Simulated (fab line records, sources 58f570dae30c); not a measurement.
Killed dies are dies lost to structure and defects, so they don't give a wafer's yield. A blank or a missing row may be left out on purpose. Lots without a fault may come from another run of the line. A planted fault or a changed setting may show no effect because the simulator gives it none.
Which tool did it? | flow berkeley_cmos170 | 14 lots, 42 wafers sampled, at 4 steps of a route of 331

WHAT THE GAUGES READ, wafer by wafer
UCB170_SILICIDE_RS_MEAS_02: measures by four-point-probe. Usual: SILICIDE_TI_RS 26.0 ohm/sq, standard deviation 0.36.
lot  | measured     | on            | SILICIDE_TI_RS (ohm/sq) | flag
L550 | day 7 04:26  | film_metro-01 | 26.0 26.1 26.0          |
L552 | day 8 03:53  | film_metro-03 | 25.4 25.5 25.7          |
L551 | day 8 04:47  | film_metro-03 | 26.3 26.1 26.5          |
L555 | day 8 11:19  | film_metro-03 | 25.8 25.7 25.6          |
L556 | day 9 00:23  | film_metro-03 | 26.2 26.2 26.0          |
L559 | day 10 01:05 | film_metro-03 | 26.5 26.5 26.3          |
L560 | day 10 01:07 | film_metro-01 | 26.0 26.3 26.2          |
L563 | day 10 13:41 | film_metro-03 | 26.6 26.5 26.2          |
L561 | day 10 14:31 | film_metro-04 | 25.8 25.9 25.6          |
L564 | day 10 14:50 | film_metro-03 | 34.8 26.1 26.2          | OFF
L567 | day 11 08:17 | film_metro-03 | 26.4 26.5 26.3          |
L568 | day 11 08:30 | film_metro-04 | 25.3 25.3 25.5          |
L569 | day 11 08:52 | film_metro-03 | 25.7 34.1 25.8          | OFF
L573 | day 12 12:12 | film_metro-03 | 26.2 26.3 26.2          |

UCB170_SILICIDE_THK_MEAS_03: measures by xrf. Usual: SILICIDE_TI_THK 30.0 nm, standard deviation 0.39.
lot  | measured     | on            | SILICIDE_TI_THK (nm) | flag
L550 | day 7 04:32  | film_metro-01 | 29.7 29.6 29.7       |
L552 | day 8 03:59  | film_metro-03 | 30.8 30.6 30.5       |
L551 | day 8 04:53  | film_metro-03 | 29.9 29.9 29.6       |
L555 | day 8 11:25  | film_metro-03 | 30.4 30.3 30.4       |
L556 | day 9 00:30  | film_metro-03 | 30.0 30.0 30.3       |
L559 | day 10 01:13 | film_metro-03 | 29.7 29.6 29.9       |
L560 | day 10 01:13 | film_metro-01 | 29.8 29.5 29.6       |
L563 | day 10 13:48 | film_metro-03 | 29.6 29.7 29.9       |
L561 | day 10 14:38 | film_metro-04 | 30.2 29.9 30.1       |
L564 | day 10 14:56 | film_metro-03 | 23.6 30.1 29.9       | OFF
L567 | day 11 08:23 | film_metro-03 | 29.7 29.7 29.8       |
L568 | day 11 08:37 | film_metro-04 | 30.8 30.6 30.5       |
L569 | day 11 08:58 | film_metro-03 | 30.5 24.0 30.2       | OFF
L573 | day 12 12:19 | film_metro-03 | 29.9 29.6 29.8       |

WHICH TOOL RAN EACH LOT (tool, then ch and the chambers of the sampled wafers, then the start)
lot  | UCB170_SDANNEAL_RTA_01           | UCB170_SILICIDE_SPUTTER_01
L550 | rtp_anneal-01 ch 0, day 7 03:47  | pvd_sputter-01, day 7 04:22
L552 | rtp_anneal-02 ch 0, day 8 03:14  | pvd_sputter-02, day 8 03:50
L551 | rtp_anneal-01 ch 0, day 8 04:08  | pvd_sputter-03, day 8 04:44
L555 | rtp_anneal-01 ch 0, day 8 10:40  | pvd_sputter-01, day 8 11:15
L556 | rtp_anneal-01 ch 0, day 8 23:45  | pvd_sputter-03, day 9 00:21
L559 | rtp_anneal-02 ch 0, day 10 00:28 | pvd_sputter-01, day 10 01:04
L560 | rtp_anneal-01 ch 0, day 10 00:28 | pvd_sputter-03, day 10 01:04
L563 | rtp_anneal-01 ch 0, day 10 13:03 | pvd_sputter-01, day 10 13:38
L561 | rtp_anneal-01 ch 0, day 10 13:52 | pvd_sputter-02, day 10 14:28
L564 | rtp_anneal-01 ch 0, day 10 14:11 | pvd_sputter-01, day 10 14:47
L567 | rtp_anneal-01 ch 0, day 11 07:38 | pvd_sputter-03, day 11 08:13
L568 | rtp_anneal-02 ch 0, day 11 07:52 | pvd_sputter-02, day 11 08:28
L569 | rtp_anneal-01 ch 0, day 11 08:13 | pvd_sputter-01, day 11 08:49
L573 | rtp_anneal-02 ch 0, day 12 11:34 | pvd_sputter-03, day 12 12:10
- UCB170_SDANNEAL_RTA_01: time 5 s.
- UCB170_SILICIDE_SPUTTER_01: material Ti, target thk 30 nm, time 25 s.

WHAT THE TOOLS THEMSELVES READ (means of the sampled wafers that have a number; where no wafer has one, the mark that the record gives instead)
UCB170_SDANNEAL_RTA_01. Usual: chamber_o2_ppm 1.999, standard deviation 0.02; lamp_power_pct 38.3 %, standard deviation 1.9; wafer_temp_C_max 1054.3, standard deviation 0.84.
lot  | tool          | chamber_o2_ppm | lamp_power_pct (%) | wafer_temp_C_max | flag
L550 | rtp_anneal-01 | 2.009          | 36.6               | 1054.4           |
L552 | rtp_anneal-02 | 1.997          | 40.4               | 1053.3           |
L551 | rtp_anneal-01 | 2.000          | 36.6               | 1052.9           |
L555 | rtp_anneal-01 | 1.996          | 36.6               | 1054.8           |
L556 | rtp_anneal-01 | 1.967          | 36.6               | 1054.9           |
L559 | rtp_anneal-02 | 2.033          | 40.4               | 1053.8           |
L560 | rtp_anneal-01 | 1.994          | 36.6               | 1053.8           |
L563 | rtp_anneal-01 | 2.005          | 36.6               | 1054.6           |
L561 | rtp_anneal-01 | 2.003          | 36.6               | 1054.2           |
L564 | rtp_anneal-01 | 1.996          | 36.6               | 1054.3           |
L567 | rtp_anneal-01 | 2.010          | 36.6               | 1054.4           |
L568 | rtp_anneal-02 | 1.975          | 40.4               | 1054.8           |
L569 | rtp_anneal-01 | 1.993          | 36.6               | 1053.2           |
L573 | rtp_anneal-02 | 2.032          | 40.4               | 1054.5           |

UCB170_SILICIDE_SPUTTER_01. Usual: throttle_valve_pct 30.6 %, standard deviation 1.2.
lot  | tool           | throttle_valve_pct (%) | flag
L550 | pvd_sputter-01 | 30.6                   |
L552 | pvd_sputter-02 | 30.8                   |
L551 | pvd_sputter-03 | 30.6                   |
L555 | pvd_sputter-01 | 30.9                   |
L556 | pvd_sputter-03 | 30.1                   |
L559 | pvd_sputter-01 | 31.5                   |
L560 | pvd_sputter-03 | 30.7                   |
L563 | pvd_sputter-01 | 30.7                   |
L561 | pvd_sputter-02 | 30.5                   |
L564 | pvd_sputter-01 | 30.7                   |
L567 | pvd_sputter-03 | 28.7                   |
L568 | pvd_sputter-02 | 29.8                   |
L569 | pvd_sputter-01 | 31.2                   |
L573 | pvd_sputter-03 | 31.0                   |

THE ANSWER, worked out from the rows above alone
Rule: a lot is off if the mean of its wafers that have a number lies more than 3 standard deviations from the usual mean. A lot without any number at a reading at which 4 lots or more have one is off too. The other lots that the step has rows for count as sound. The gauges are gone through in route order, then the tools' own readings, and for those a lot's mean is taken as printed above. The first step at which some lot is off is used, and at that step the reading that is off furthest; a lot without a number counts as furthest.
Off: L564, L569, at UCB170_SILICIDE_RS_MEAS_02 (SILICIDE_TI_RS).
A tool fits if, at a process step before that reading, it ran every lot that is off, and no sound lot after the first of them. The gauges at UCB170_SILICIDE_RS_MEAS_02 are tried like those tools. One fits: pvd_sputter-01 at UCB170_SILICIDE_SPUTTER_01. Its last sound lot is L563 (day 10 13:38), its first lot that is off L564 (day 10 14:47): a fault that began between those two fits.

WHAT THE SIMULATOR HAD PUT IN
Process parameter drift: pvd_sputter-01, from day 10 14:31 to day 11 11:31, at UCB170_SILICIDE_SPUTTER_01. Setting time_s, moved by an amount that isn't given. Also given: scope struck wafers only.
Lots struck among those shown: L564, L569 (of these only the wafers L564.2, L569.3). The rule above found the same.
